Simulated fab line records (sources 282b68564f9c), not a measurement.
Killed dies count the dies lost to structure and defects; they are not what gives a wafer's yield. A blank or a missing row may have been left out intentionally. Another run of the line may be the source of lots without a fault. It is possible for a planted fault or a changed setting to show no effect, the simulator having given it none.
fab line records	flow rit-cmos
record lots=14	wafers=42	last-day=7
route steps=202 shown ACTIVE@2 FOX1@21 NWELL@34 PWELL@48 M1@202
lots untouched by any fault: they come from a run of this same line in which no faults occurred
start-h: the number of hours between the record's first day and the start of the first shown wafer of the lot	wait-h: hours elapsed since this lot's preceding step	" as in the row above	L1.1+2: a row that stands for several wafers	- value missing, or start not given	* or withheld: withheld	< > ~ a bound
route shown NAME@n: NAME is a module with steps in the file, n the number in the route of the first one	usual: mean/standard deviation taken from wafers without a fault	same: alike in all rows	chamber/n: place in a boat	sites: each site's reading	_std_site: their standard deviation	_edge_site: the outer-site mean with the inner-site mean subtracted	radius-mm: how far each site lies from the wafer's centre	mask NAME#n: copy n	behind: tool/chamber where the wafer was last shaped	hold: what put the lot on hold/how long, in hours/how the hold closed	device: names the non-switching transistor (n, p or np)	end of line: tests run on the same wafers once the route is complete	a step with no rows: only its recipe	killed: count of dies lost to structure and defects at first sort (not the wafer's yield)	map: the dies of a wafer, with x for killed, . for not killed, _ for no die there
set.NAME: the setting that was run; set.NAME@STEP: the one run at that earlier step	model.NAME: the simulator's own value behind a step, which no gauge read
steps of the route over a sample of lots; a table a step, a row a wafer
services: a tool's chamber out of use, with start hour (start-h, from the record's first day; less than 0 if before it), hours out, and reason
## steps
# step RIT_ACTIVE_OXIDATION_01
# recipe temp-c=1000	ambient=O2	target-thk-a=468	ox-time-s=3360
# usual spike-tc-centre-C=1002.1/1	spike-tc-load-C=1025/3.3	spike-tc-source-C=1023.0/2.9
lot.wafer	tool	chamber	start-h	wait-h	spike-tc-centre-C	spike-tc-load-C	spike-tc-source-C
L706.1	furnace-01	0	10.12	0.1	1000.8	1020	1021.0
L706.2	"	0	"	"	1000.8	1021	1022.6
L706.4	"	0	"	"	1002.7	1019	1019.9
L708.2	furnace-01	0	20.14	0.1	1002.0	1019	1018.5
L708.4	"	0	"	"	1001.9	1020	1018.8
L708.6	"	0	"	"	1000.9	1020	1018.9
L709.1	furnace-04	0	25.12	0.1	1002.8	1027	1022.4
L709.4	"	0	"	"	1003.1	1029	1023.4
L709.6	"	0	"	"	1002.5	1027	1021.4
L710.1	furnace-01	0	31.19	1.2	1001.6	1022	1020.4
L710.3	"	0	"	"	1002.1	1021	1020.2
L710.4	"	0	"	"	1004.5	1021	1020.4
L712.1	furnace-04	0	40.40	0.4	1002.9	1027	1022.1
L712.3	"	0	"	"	1001.0	1026	1020.3
L712.6	"	0	"	"	1001.2	1027	1023.2
L713.1	furnace-03	0	46.24	1.2	1001.6	1026	1028.5
L713.2	"	0	"	"	1000.8	1026	1028.3
L713.3	"	0	"	"	1002.9	1026	1027.3
L714.2	furnace-03	0	50.12	0.1	1001.4	1029	1025.8
L714.5	"	0	"	"	1002.3	1028	1026.1
L714.6	"	0	"	"	999.9	1027	1028.2
L716.2	furnace-01	0	61.47	1.4	1001.7	1020	1020.6
L716.4	"	0	"	"	1002.4	1020	1019.0
L716.5	"	0	"	"	1003.0	1020	1021.7
L722.1	furnace-01	0	91.81	1.8	1014.3	1034	1033.4
L722.3	"	0	"	"	1015.7	1033	1032.3
L722.4	"	0	"	"	1015.7	1034	1034.3
L723.4	furnace-04	0	95.28	0.2	1004.0	1027	1021.8
L723.5	"	0	"	"	1003.4	1027	1020.5
L723.6	"	0	"	"	1001.9	1026	1022.2
L724.3	furnace-01	0	101.35	1.3	1015.3	1035	1033.1
L724.4	"	0	"	"	1013.3	1033	1033.8
L724.6	"	0	"	"	1014.6	1032	1033.1
L727.3	furnace-03	0	115.22	0.2	1002.0	1027	1026.7
L727.4	"	0	"	"	1002.0	1026	1027.0
L727.6	"	0	"	"	1002.6	1028	1026.3
L728.1	furnace-04	0	121.23	1.2	1004.0	1026	1022.1
L728.3	"	0	"	"	1003.6	1025	1020.2
L728.4	"	0	"	"	1000.6	1026	1022.7
L729.1	furnace-04	0	125.71	0.7	1002.4	1029	1024.1
L729.4	"	0	"	"	1002.8	1029	1021.9
L729.5	"	0	"	"	1003.1	1026	1022.2
# step RIT_ACTIVE_THK_MEAS_02
# recipe reads=SiO2_of_ACTIVE_OXIDATION_01
# usual ACTIVE_OXIDE_THK=46.7/1.3
lot.wafer	tool	chamber	start-h	wait-h	ACTIVE_OXIDE_THK[nm]
L706.1	film-metro-01	-	12.05	0.0	46.2
L706.2	"	-	"	"	45.7
L706.4	"	-	"	"	46.3
L708.2	film-metro-04	-	22.08	0.0	46.0
L708.4	"	-	"	"	46.3
L708.6	"	-	"	"	46.6
L709.1	film-metro-02	-	27.05	0.0	43.7
L709.4	"	-	"	"	44.4
L709.6	"	-	"	"	44.8
L710.1	film-metro-02	-	33.13	0.0	46.4
L710.3	"	-	"	"	47.6
L710.4	"	-	"	"	47.1
L712.1	film-metro-04	-	42.33	0.0	44.6
L712.3	"	-	"	"	44.0
L712.6	"	-	"	"	44.2
L713.1	film-metro-02	-	48.17	0.0	47.1
L713.2	"	-	"	"	47.7
L713.3	"	-	"	"	46.9
L714.2	film-metro-02	-	52.06	0.0	48.0
L714.5	"	-	"	"	49.5
L714.6	"	-	"	"	48.4
L716.2	film-metro-02	-	63.41	0.0	47.0
L716.4	"	-	"	"	46.9
L716.5	"	-	"	"	46.6
L722.1	film-metro-04	-	93.74	0.0	53.6
L722.3	"	-	"	"	53.6
L722.4	"	-	"	"	53.5
L723.4	film-metro-01	-	97.25	0.0	47.7
L723.5	"	-	"	"	48.8
L723.6	"	-	"	"	47.7
L724.3	film-metro-04	-	103.30	0.0	53.3
L724.4	"	-	"	"	52.9
L724.6	"	-	"	"	53.2
L727.3	film-metro-01	-	117.17	0.0	46.4
L727.4	"	-	"	"	47.2
L727.6	"	-	"	"	47.4
L728.1	film-metro-01	-	123.16	0.0	47.1
L728.3	"	-	"	"	47.1
L728.4	"	-	"	"	47.2
L729.1	film-metro-01	-	127.64	0.0	46.0
L729.4	"	-	"	"	46.6
L729.5	"	-	"	"	46.0
# step RIT_FOX1_THK_MEAS_01
# recipe reads=SiO2_of_FOX1_OXIDATION_00
# usual FOX1_OXIDE_THK=350/6.3
lot.wafer	tool	chamber	start-h	wait-h	FOX1_OXIDE_THK[nm]
L706.1	film-metro-02	-	17.58	0.0	349
L706.2	"	-	"	"	342
L706.4	"	-	"	"	349
L708.2	film-metro-01	-	29.88	0.0	344
L708.4	"	-	"	"	348
L708.6	"	-	"	"	347
L709.1	film-metro-02	-	34.44	0.0	338
L709.4	"	-	"	"	343
L709.6	"	-	"	"	341
L710.1	film-metro-01	-	38.30	0.0	349
L710.3	"	-	"	"	352
L710.4	"	-	"	"	350
L712.1	film-metro-03	-	48.73	0.0	344
L712.3	"	-	"	"	344
L712.6	"	-	"	"	342
L713.1	film-metro-02	-	53.37	0.0	351
L713.2	"	-	"	"	351
L713.3	"	-	"	"	353
L714.2	film-metro-03	-	60.40	0.0	359
L714.5	"	-	"	"	352
L714.6	"	-	"	"	360
L716.2	film-metro-03	-	68.38	0.0	351
L716.4	"	-	"	"	345
L716.5	"	-	"	"	349
L722.1	film-metro-03	-	99.86	0.0	352
L722.3	"	-	"	"	349
L722.4	"	-	"	"	352
L723.4	film-metro-02	-	103.86	0.0	342
L723.5	"	-	"	"	342
L723.6	"	-	"	"	345
L724.3	film-metro-03	-	108.67	0.0	352
L724.4	"	-	"	"	350
L724.6	"	-	"	"	345
L727.3	film-metro-03	-	123.00	0.0	351
L727.4	"	-	"	"	348
L727.6	"	-	"	"	354
L728.1	film-metro-02	-	128.19	0.0	345
L728.3	"	-	"	"	350
L728.4	"	-	"	"	351
L729.1	film-metro-03	-	135.18	0.0	350
L729.4	"	-	"	"	350
L729.5	"	-	"	"	349
# step RIT_NWELL_OVL_MEAS_06
# usual NWELL_OVL=0.5/1.4
lot.wafer	tool	chamber	start-h	wait-h	NWELL_OVL[nm]
L706.1	overlay-02	-	21.78	-	1.5
L706.2	"	-	"	"	-1.3
L706.4	"	-	"	"	-0.8
L708.2	overlay-02	-	35.52	-	1.1
L708.4	"	-	"	"	-0.2
L708.6	"	-	"	"	0.2
L709.1	overlay-02	-	38.16	-	0.7
L709.4	"	-	"	"	1.1
L709.6	"	-	"	"	1.0
L710.1	overlay-01	-	41.63	-	3.5
L710.3	"	-	"	"	1.0
L710.4	"	-	"	"	1.9
L712.1	overlay-02	-	52.41	-	1.4
L712.3	"	-	"	"	1.3
L712.6	"	-	"	"	0.8
L713.1	overlay-01	-	58.84	-	0.7
L713.2	"	-	"	"	1.1
L713.3	"	-	"	"	1.4
L714.2	overlay-02	-	65.34	-	0.8
L714.5	"	-	"	"	1.2
L714.6	"	-	"	"	1.9
L716.2	overlay-01	-	71.88	-	2.4
L716.4	"	-	"	"	3.5
L716.5	"	-	"	"	2.9
L722.1	overlay-01	-	103.44	-	0.4
L722.3	"	-	"	"	0.1
L722.4	"	-	"	"	-0.7
L723.4	overlay-02	-	107.36	-	0.4
L723.5	"	-	"	"	-0.5
L723.6	"	-	"	"	1.4
L724.3	overlay-02	-	111.96	-	2.2
L724.4	"	-	"	"	2.5
L724.6	"	-	"	"	3.8
L727.3	overlay-01	-	126.62	-	-2.7
L727.4	"	-	"	"	-2.1
L727.6	"	-	"	"	-0.9
L728.1	overlay-01	-	131.66	-	1.7
L728.3	"	-	"	"	0.3
L728.4	"	-	"	"	0.0
L729.1	overlay-01	-	139.33	-	-0.6
L729.4	"	-	"	"	0.2
L729.5	"	-	"	"	0.5
# step RIT_PWELL_STRIP_09
# recipe chemistry=O2	time-s=180	resist=NOVOLAK	platen-temp-c=withheld	power-w=500	pressure-mtorr=4000	o2-flow-sccm=4000
# usual drypump-motor-current-A=5.7/0.3
lot.wafer	tool	chamber	start-h	wait-h	drypump-motor-current-A	rf-hours-counter-h
L706.1	plasma-asher-02	1	23.76	0.1	5.8	39
L706.2	"	0	"	"	5.6	39
L706.4	"	0	"	"	5.6	-
L708.2	plasma-asher-02	0	37.50	0.1	5.6	41
L708.4	"	0	"	"	5.6	-
L708.6	"	1	"	"	5.8	-
L709.1	plasma-asher-04	1	40.22	0.1	6.4	40
L709.4	"	1	"	"	6.5	-
L709.6	"	0	"	"	5.5	-
L710.1	plasma-asher-03	1	43.74	0.1	5.4	24
L710.3	"	0	"	"	5.5	-
L710.4	"	1	"	"	5.4	-
L712.1	plasma-asher-04	0	54.39	0.1	5.5	41
L712.3	"	0	"	"	5.4	-
L712.6	"	1	"	"	6.5	-
L713.1	plasma-asher-02	1	61.10	0.1	5.8	43
L713.2	"	0	"	"	5.6	43
L713.3	"	1	"	"	5.7	-
L714.2	plasma-asher-03	0	67.32	0.1	5.5	26
L714.5	"	0	"	"	5.5	-
L714.6	"	1	"	"	5.4	-
L716.2	plasma-asher-03	1	73.98	0.1	5.4	27
L716.4	"	0	"	"	5.5	-
L716.5	"	1	"	"	5.4	-
L722.1	plasma-asher-04	0	105.55	0.1	5.4	45
L722.3	"	0	"	"	5.5	-
L722.4	"	1	"	"	6.5	-
L723.4	plasma-asher-03	0	109.38	0.1	5.5	-
L723.5	"	1	"	"	5.4	-
L723.6	"	0	"	"	5.5	-
L724.3	plasma-asher-02	1	114.00	0.1	5.7	-
L724.4	"	0	"	"	5.6	-
L724.6	"	0	"	"	5.6	-
L727.3	plasma-asher-03	1	128.85	0.1	5.4	-
L727.4	"	0	"	"	5.5	-
L727.6	"	1	"	"	5.4	-
L728.1	plasma-asher-02	0	133.78	0.1	5.6	52
L728.3	"	1	"	"	5.8	-
L728.4	"	0	"	"	5.6	-
L729.1	plasma-asher-03	1	141.44	0.1	5.4	35
L729.4	"	0	"	"	5.5	-
L729.5	"	0	"	"	5.5	-
# step RIT_M1_PROBE_99
# usual killed_at_M0_to_M3=0.0/0.12	killed-at-contacts=0.1/0.25	killed-at-front-end=6.8/2.7	killed-dies=6.8/2.7	killed-open=3.4/1.8	killed-short=3.5/1.7
# same gross-dies=264	killed_at_M4_up=0	killed-at-back-side=0	killed-at-other=0
lot.wafer	tool	chamber	start-h	wait-h	killed_at_M0_to_M3	killed-at-contacts	killed-at-front-end	killed-dies	killed-open	killed-short
L713.1	prober-01	-	127.30	0.1	0	0	4	4	1	3
L713.2	prober-01	-	127.35	0.1	0	0	7	7	4	3
L713.3	prober-01	-	127.40	0.2	0	0	5	5	2	3
L722.1	prober-01	-	142.10	0.1	0	0	8	8	4	4
L722.3	prober-01	-	142.20	0.2	0	0	5	5	4	1
L722.4	prober-01	-	142.25	0.2	0	0	3	3	1	2
L723.4	prober-01	-	147.00	0.2	0	0	6	6	3	3
L723.5	prober-01	-	147.05	0.2	0	0	3	3	0	3
L723.6	prober-01	-	147.10	0.2	0	0	5	5	3	2
L724.3	prober-01	-	150.28	0.2	0	0	9	9	5	4
L724.4	prober-01	-	150.33	0.2	0	0	6	6	4	2
L724.6	prober-01	-	150.43	0.2	0	0	7	7	3	4
# killed by level:class
L713.1 GATE:geometric-particle:short=3 GATE:geometric-particle:open=1
L713.2 FOX1:geometric-particle:open=1 FOX2:geometric-particle:open=1 GATE:geometric-particle:open=1 GATE:geometric-particle:short=1 REOX:geometric-particle:short=1 REOX:geometric-particle:open=1 SILICIDE:geometric-particle:short=1
L713.3 GATE:geometric-particle:open=2 GATE:geometric-particle:short=1 REOX:geometric-particle:short=1 SPACER:geometric-particle:short=1
L722.1 SPACER:geometric-particle:short=2 SILICIDE:geometric-particle:open=2 FOX1:geometric-particle:open=1 GATE:geometric-particle:short=1 GATE:geometric-particle:open=1 SILICIDE:geometric-particle:short=1
L722.3 GATE:geometric-particle:open=4 REOX:geometric-particle:short=1
L722.4 FOX1:geometric-particle:short=1 REOX:geometric-particle:short=1 SILICIDE:geometric-particle:open=1
L723.4 FOX1:geometric-particle:open=1 FOX1:geometric-particle:short=1 GATE:geometric-particle:short=1 GATE:geometric-particle:open=1 REOX:geometric-particle:short=1 SILICIDE:geometric-particle:open=1
L723.5 GATE:geometric-particle:short=1 REOX:geometric-particle:short=1 SILICIDE:geometric-particle:short=1
L723.6 FOX1:geometric-particle:short=2 SILICIDE:geometric-particle:open=2 SPACER:geometric-particle:open=1
L724.3 FOX1:geometric-particle:short=2 GATE:geometric-particle:open=2 SPACER:geometric-particle:open=2 REOX:geometric-particle:short=1 REOX:geometric-particle:open=1 SILICIDE:geometric-particle:short=1
L724.4 GATE:geometric-particle:open=3 FOX2:geometric-particle:open=1 GATE:geometric-particle:short=1 SPACER:geometric-particle:short=1
L724.6 FOX1:geometric-particle:open=2 GATE:geometric-particle:short=2 FOX1:geometric-particle:short=1 GATE:geometric-particle:open=1 SPACER:geometric-particle:short=1
## services
tool	chamber	start-h	hours	kind
plasma-asher-03	-	13.66	0.8	repair
furnace-03	-	29.08	3.2	pm
furnace-04	-	35.10	2.7	pm
furnace-01	-	70.08	5.2	pm
plasma-asher-04	-	78.79	21.3	repair
plasma-asher-04	-	108.75	9.0	pm
plasma-asher-04	0	108.75	9.0	vent-cycle
plasma-asher-04	1	108.75	9.0	vent-cycle
plasma-asher-04	0	117.75	-	clean
plasma-asher-04	1	117.75	-	clean
plasma-asher-02	-	126.35	4.3	pm
furnace-01	-	129.63	4.2	pm
## key
first-sign step=RIT_ACTIVE_OXIDATION_01	reading=spike-tc-centre-C	direction=up	sigmas=12	usual=1002.1	struck=1014.8
effect step=RIT_ACTIVE_OXIDATION_01	reading=spike-tc-source-C	direction=up	sigmas=3.5	usual=1023.0	struck=1033.3
effect step=RIT_ACTIVE_THK_MEAS_02	reading=ACTIVE_OXIDE_THK	direction=up	sigmas=5.3	usual=46.7	struck=53.4
met-at RIT_ACTIVE_OXIDATION_01
struck-lots L722,L724
tester-left-out L722,L724
not-acting-at RIT_FOX1_THK_MEAS_01,RIT_NWELL_OVL_MEAS_06,RIT_PWELL_STRIP_09
onset-between 61.47 91.81
fault kind=process-parameter-drift	tool=furnace-01	chamber=-	onset-h=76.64	steps=RIT_ACTIVE_OXIDATION_01	channel=temp-c	offset=*	shape=step	end-h=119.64	acts-in=*	stated=*
# tester-left-out: of these lots the tester's yield and bins aren't shown, on N5 and GAA mostly nor the transistor test; their killed dies are dies lost to structure and defects alone, not to doping, threshold or leakage, so they don't give the yield
